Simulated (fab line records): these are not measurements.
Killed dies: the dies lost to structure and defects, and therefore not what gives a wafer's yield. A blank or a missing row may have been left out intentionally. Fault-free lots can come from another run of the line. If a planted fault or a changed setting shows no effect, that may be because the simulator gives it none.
fab line records    flow rit-cmos
[record] lots = 13  wafers = 39  last-day = 7
route steps=202 shown FOX2@24 NWELL@38 PRETRO@70 M1@202
lots that met no fault: taken from a fault-free run of the same line
start-h: hours from the record's first day to the start of the lot's first wafer shown    wait-h: how many hours have passed since the lot's step before this one    " the same as in the row above    L1.1+2: a single row standing in for several wafers    - value missing, or start not given    * or withheld: withheld    < > ~ a bound
route shown NAME@n: names a module that has steps shown in the file, with the first one's number in the route    usual: mean and standard deviation over wafers with no fault    same: alike in all rows    chamber/n: place in a boat    sites: each site's reading    _std_site: the standard deviation of these    _edge_site: the outer-site mean with the inner-site mean subtracted    radius-mm: for every site, how far away it sits from the centre of the wafer    mask NAME#n: copy n    behind: tool/chamber where the wafer was last shaped    hold: why the lot went on hold/how many hours it stayed there/how the hold came to an end    device: the n, p or np transistor that did not switch    end of line: the route-end tests of the same wafers    a step given without rows: its recipe and nothing more    killed: the dies lost at the first sort to structure and to defects; this is not the yield of the wafer    map: a wafer's dies, x killed, . not, _ none there
set.NAME: the setting that was run; set.NAME@STEP: the one run at that earlier step    model.NAME: the simulator's own value behind a step, which no gauge read
steps of the route over a sample of lots; a table a step, a row a wafer
[[steps]]
[step RIT_FOX2_THK_MEAS_01]
[recipe] reads = SiO2_of_FOX2_OXIDATION_00
[usual] FOX2_OXIDE_THK = 353/7.2
lot.wafer  tool           chamber  start-h  wait-h  FOX2_OXIDE_THK[nm]
L548.3     film-metro-04  -        19.51    0.0     335
L548.4     "              -        "        "       339
L548.5     "              -        "        "       335
L549.2     film-metro-03  -        24.87    0.0     361
L549.4     "              -        "        "       361
L549.6     "              -        "        "       368
L551.3     film-metro-04  -        34.01    0.0     358
L551.4     "              -        "        "       354
L551.5     "              -        "        "       361
L552.1     film-metro-01  -        41.68    0.0     354
L552.3     "              -        "        "       354
L552.6     "              -        "        "       353
L555.1     film-metro-01  -        53.88    0.0     363
L555.4     "              -        "        "       360
L555.6     "              -        "        "       358
L556.1     film-metro-01  -        60.00    0.0     343
L556.4     "              -        "        "       343
L556.5     "              -        "        "       343
L557.2     film-metro-01  -        63.83    0.0     347
L557.5     "              -        "        "       345
L557.6     "              -        "        "       347
L558.1     film-metro-01  -        69.19    0.0     350
L558.2     "              -        "        "       346
L558.6     "              -        "        "       350
L560.2     film-metro-01  -        78.45    0.0     343
L560.3     "              -        "        "       345
L560.6     "              -        "        "       343
L564.2     film-metro-03  -        98.99    0.0     344
L564.5     "              -        "        "       350
L564.6     "              -        "        "       355
L569.1     film-metro-03  -        123.37   0.0     368
L569.4     "              -        "        "       365
L569.6     "              -        "        "       370
L570.2     film-metro-01  -        129.17   0.0     348
L570.3     "              -        "        "       349
L570.6     "              -        "        "       347
L571.1     film-metro-04  -        133.51   0.0     361
L571.2     "              -        "        "       360
L571.5     "              -        "        "       362
[step RIT_FOX2_CLEAN_02]
[recipe] chemistry = dHF  dilution = 50:1  time-s = 180
[usual] run-length-s = 208/3.8
lot.wafer  tool          chamber  start-h  wait-h  run-length-s
L548.3     wet-bench-04  3        19.55    0.0     205
L548.4     "             3        "        "       205
L548.5     "             3        "        "       205
L549.2     wet-bench-04  3        24.92    0.0     205
L549.4     "             3        "        "       205
L549.6     "             3        "        "       205
L551.3     wet-bench-02  2        34.05    0.0     212
L551.4     "             2        "        "       212
L551.5     "             2        "        "       212
L552.1     wet-bench-02  2        41.74    0.1     211
L552.3     "             2        "        "       211
L552.6     "             2        "        "       211
L555.1     wet-bench-02  3        53.94    0.1     207
L555.4     "             3        "        "       207
L555.6     "             3        "        "       207
L556.1     wet-bench-02  2        60.06    0.1     204
L556.4     "             2        "        "       204
L556.5     "             2        "        "       204
L557.2     wet-bench-02  0        63.88    0.0     205
L557.5     "             0        "        "       205
L557.6     "             0        "        "       205
L558.1     wet-bench-02  0        69.25    0.1     205
L558.2     "             0        "        "       205
L558.6     "             0        "        "       205
L560.2     wet-bench-03  0        78.50    0.0     214
L560.3     "             0        "        "       214
L560.6     "             0        "        "       214
L564.2     wet-bench-03  0        99.04    0.0     214
L564.5     "             0        "        "       214
L564.6     "             0        "        "       214
L569.1     wet-bench-02  2        123.43   0.1     164
L569.4     "             2        "        "       164
L569.6     "             2        "        "       164
L570.2     wet-bench-04  2        129.22   0.0     207
L570.3     "             2        "        "       207
L570.6     "             2        "        "       207
L571.1     wet-bench-02  3        133.57   0.1     206
L571.2     "             3        "        "       206
L571.5     "             3        "        "       206
[step RIT_NWELL_TW_MEAS_10]
[usual] NWELL_TW = 2148/29
lot.wafer  tool           chamber  start-h  wait-h  NWELL_TW
L548.3     film-metro-01  -        22.06    0.1     2166
L548.4     "              -        "        "       2167
L548.5     "              -        "        "       2166
L549.2     film-metro-01  -        27.30    0.1     2181
L549.4     "              -        "        "       2182
L549.6     "              -        "        "       2185
L551.3     film-metro-02  -        36.50    0.1     2181
L551.4     "              -        "        "       2184
L551.5     "              -        "        "       2176
L552.1     film-metro-04  -        44.17    0.1     2122
L552.3     "              -        "        "       2131
L552.6     "              -        "        "       2129
L555.1     film-metro-04  -        56.38    0.1     2130
L555.4     "              -        "        "       2106
L555.6     "              -        "        "       2124
L556.1     film-metro-04  -        62.58    0.1     2112
L556.4     "              -        "        "       2120
L556.5     "              -        "        "       2130
L557.2     film-metro-01  -        66.39    0.1     2164
L557.5     "              -        "        "       2149
L557.6     "              -        "        "       2172
L558.1     film-metro-01  -        71.75    0.1     2165
L558.2     "              -        "        "       2155
L558.6     "              -        "        "       2162
L560.2     film-metro-04  -        81.00    0.1     2114
L560.3     "              -        "        "       2115
L560.6     "              -        "        "       2116
L564.2     film-metro-04  -        101.84   0.1     2117
L564.5     "              -        "        "       2132
L564.6     "              -        "        "       2126
L569.1     film-metro-01  -        125.99   0.1     2183
L569.4     "              -        "        "       2181
L569.6     "              -        "        "       2167
L570.2     film-metro-04  -        131.81   0.1     2122
L570.3     "              -        "        "       2124
L570.6     "              -        "        "       2109
L571.1     film-metro-04  -        136.13   0.1     2114
L571.2     "              -        "        "       2127
L571.5     "              -        "        "       2127
[step RIT_PRETRO_OVL_MEAS_06]
[usual] PRETRO_OVL = 0.1/1.6
lot.wafer  tool        chamber  start-h  wait-h  PRETRO_OVL[nm]
L548.3     overlay-01  -        32.34    -       -0.4
L548.4     "           -        "        "       -0.2
L548.5     "           -        "        "       0.0
L549.2     overlay-01  -        37.54    -       1.4
L549.4     "           -        "        "       2.0
L549.6     "           -        "        "       4.1
L551.3     overlay-02  -        46.81    -       1.0
L551.4     "           -        "        "       0.4
L551.5     "           -        "        "       -1.2
L552.1     overlay-02  -        53.99    -       -1.2
L552.3     "           -        "        "       -1.1
L552.6     "           -        "        "       -0.4
L555.1     overlay-01  -        65.83    -       -1.9
L555.4     "           -        "        "       -2.1
L555.6     "           -        "        "       -1.1
L556.1     overlay-01  -        72.65    -       -0.4
L556.4     "           -        "        "       -0.4
L556.5     "           -        "        "       0.5
L557.2     overlay-01  -        75.97    -       -0.5
L557.5     "           -        "        "       0.7
L557.6     "           -        "        "       0.2
L558.1     overlay-01  -        81.55    -       -0.8
L558.2     "           -        "        "       -1.3
L558.6     "           -        "        "       1.4
L560.2     overlay-02  -        90.92    -       2.8
L560.3     "           -        "        "       -0.4
L560.6     "           -        "        "       0.9
L564.2     overlay-02  -        111.24   -       -0.5
L564.5     "           -        "        "       0.6
L564.6     "           -        "        "       0.0
L569.1     overlay-02  -        136.01   -       -0.4
L569.4     "           -        "        "       1.1
L569.6     "           -        "        "       -0.2
L570.2     overlay-02  -        141.75   -       -1.2
L570.3     "           -        "        "       -0.3
L570.6     "           -        "        "       0.2
L571.1     overlay-02  -        145.92   -       -1.7
L571.2     "           -        "        "       -2.0
L571.5     "           -        "        "       -1.7
[step RIT_M1_PROBE_99]
[usual] killed_at_M0_to_M3 = 0.0/0.083  killed-at-contacts = 0.1/0.24  killed-at-front-end = 7.1/2.8  killed-dies = 7.2/2.8  killed-open = 3.6/2.1  killed-short = 3.6/1.9
[same] gross-dies = 264  killed_at_M4_up = 0  killed-at-back-side = 0  killed-at-other = 0
lot.wafer  tool       chamber  start-h  wait-h  killed_at_M0_to_M3  killed-at-contacts  killed-at-front-end  killed-dies  killed-open  killed-short
L555.1     prober-02  -        91.06    0.1     0                   0                   9                    9            3            6
L555.4     prober-02  -        91.21    0.2     0                   0                   5                    5            3            2
L555.6     prober-02  -        91.31    0.2     0                   1                   7                    8            5            3
L556.1     prober-01  -        97.79    0.1     0                   0                   12                   12           6            6
L556.4     prober-01  -        97.94    0.2     0                   0                   6                    6            4            2
L556.5     prober-01  -        97.99    0.2     0                   0                   13                   13           7            6
L557.2     prober-02  -        102.15   0.1     0                   0                   3                    3            1            2
L557.5     prober-02  -        102.30   0.2     0                   0                   5                    5            0            5
L557.6     prober-02  -        102.35   0.2     0                   0                   7                    7            4            3
L558.1     prober-02  -        107.36   0.1     0                   0                   9                    9            3            6
L558.2     prober-02  -        107.41   0.1     0                   0                   2                    2            2            0
L558.6     prober-02  -        107.61   0.2     0                   0                   2                    2            0            2
L560.2     prober-02  -        116.32   0.1     0                   0                   4                    4            0            4
L560.3     prober-02  -        116.37   0.2     0                   0                   6                    6            5            1
L560.6     prober-02  -        116.52   0.2     0                   0                   4                    4            2            2
// killed by level:class
L555.1 SPACER:geometric-particle:short=3 FOX1:geometric-particle:short=2 GATE:geometric-particle:open=1 SPACER:geometric-particle:open=1 SILICIDE:geometric-particle:open=1 SILICIDE:geometric-particle:short=1
L555.4 GATE:geometric-particle:short=2 FOX1:geometric-particle:open=1 GATE:geometric-particle:open=1 SPACER:geometric-particle:open=1
L555.6 FOX1:geometric-particle:short=2 SILICIDE:geometric-particle:open=2 FOX1:geometric-particle:open=1 GATE:geometric-particle:open=1 SPACER:geometric-particle:short=1 CONTACT:geometric-particle:open=1
L556.1 GATE:geometric-particle:open=3 FOX2:geometric-particle:open=2 SPACER:geometric-particle:short=2 FOX1:geometric-particle:short=1 FOX2:geometric-particle:short=1 GATE:geometric-particle:short=1 REOX:geometric-particle:short=1 SPACER:geometric-particle:open=1
L556.4 SILICIDE:geometric-particle:open=2 GATE:geometric-particle:short=1 REOX:geometric-particle:open=1 REOX:geometric-particle:short=1 SPACER:geometric-particle:open=1
L556.5 GATE:geometric-particle:open=3 FOX1:geometric-particle:short=2 SPACER:geometric-particle:short=2 FOX1:geometric-particle:open=1 FOX2:geometric-particle:open=1 GATE:geometric-particle:short=1 REOX:geometric-particle:short=1 SPACER:geometric-particle:open=1
L557.2 FOX1:geometric-particle:open=1 FOX1:geometric-particle:short=1 GATE:geometric-particle:short=1
L557.5 GATE:geometric-particle:short=2 FOX1:geometric-particle:short=1 SPACER:geometric-particle:short=1 SILICIDE:geometric-particle:short=1
L557.6 GATE:geometric-particle:short=2 SILICIDE:geometric-particle:open=2 GATE:geometric-particle:open=1 SPACER:geometric-particle:open=1 SPACER:geometric-particle:short=1
L558.1 SILICIDE:geometric-particle:short=3 FOX2:geometric-particle:short=1 GATE:geometric-particle:open=1 REOX:geometric-particle:short=1 REOX:geometric-particle:open=1 SPACER:geometric-particle:short=1 SILICIDE:geometric-particle:open=1
L558.2 REOX:geometric-particle:open=1 SILICIDE:geometric-particle:open=1
L558.6 FOX1:geometric-particle:short=1 SPACER:geometric-particle:short=1
L560.2 GATE:geometric-particle:short=2 SPACER:geometric-particle:short=1 SILICIDE:geometric-particle:short=1
L560.3 GATE:geometric-particle:open=2 SILICIDE:geometric-particle:open=2 FOX2:geometric-particle:open=1 SILICIDE:geometric-particle:short=1
L560.6 FOX1:geometric-particle:open=1 FOX2:geometric-particle:open=1 GATE:geometric-particle:short=1 SILICIDE:geometric-particle:short=1
[[key]]
[first-sign] step = RIT_FOX2_CLEAN_02  reading = run-length-s  direction = down  sigmas = 12  usual = *  struck = *
effect none on later readings
met-at RIT_FOX2_CLEAN_02
struck-lots L569
struck-wafers L569.1,L569.4,L569.6
tester-left-out L569
not-acting-at RIT_FOX2_THK_MEAS_01,RIT_NWELL_TW_MEAS_10,RIT_PRETRO_OVL_MEAS_06
onset-between 60.06 123.43
[fault] kind = process-parameter-drift  tool = wet-bench-02  chamber = 2  onset-h = 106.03  steps = RIT_FOX2_CLEAN_02  channel = time-s  offset = *  shape = step  end-h = 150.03  acts-in = *  stated = *
// tester-left-out: of these lots the tester's yield and bins aren't shown, on N5 and GAA mostly nor the transistor test; their killed dies are dies lost to structure and defects alone, not to doping, threshold or leakage, so they don't give the yield
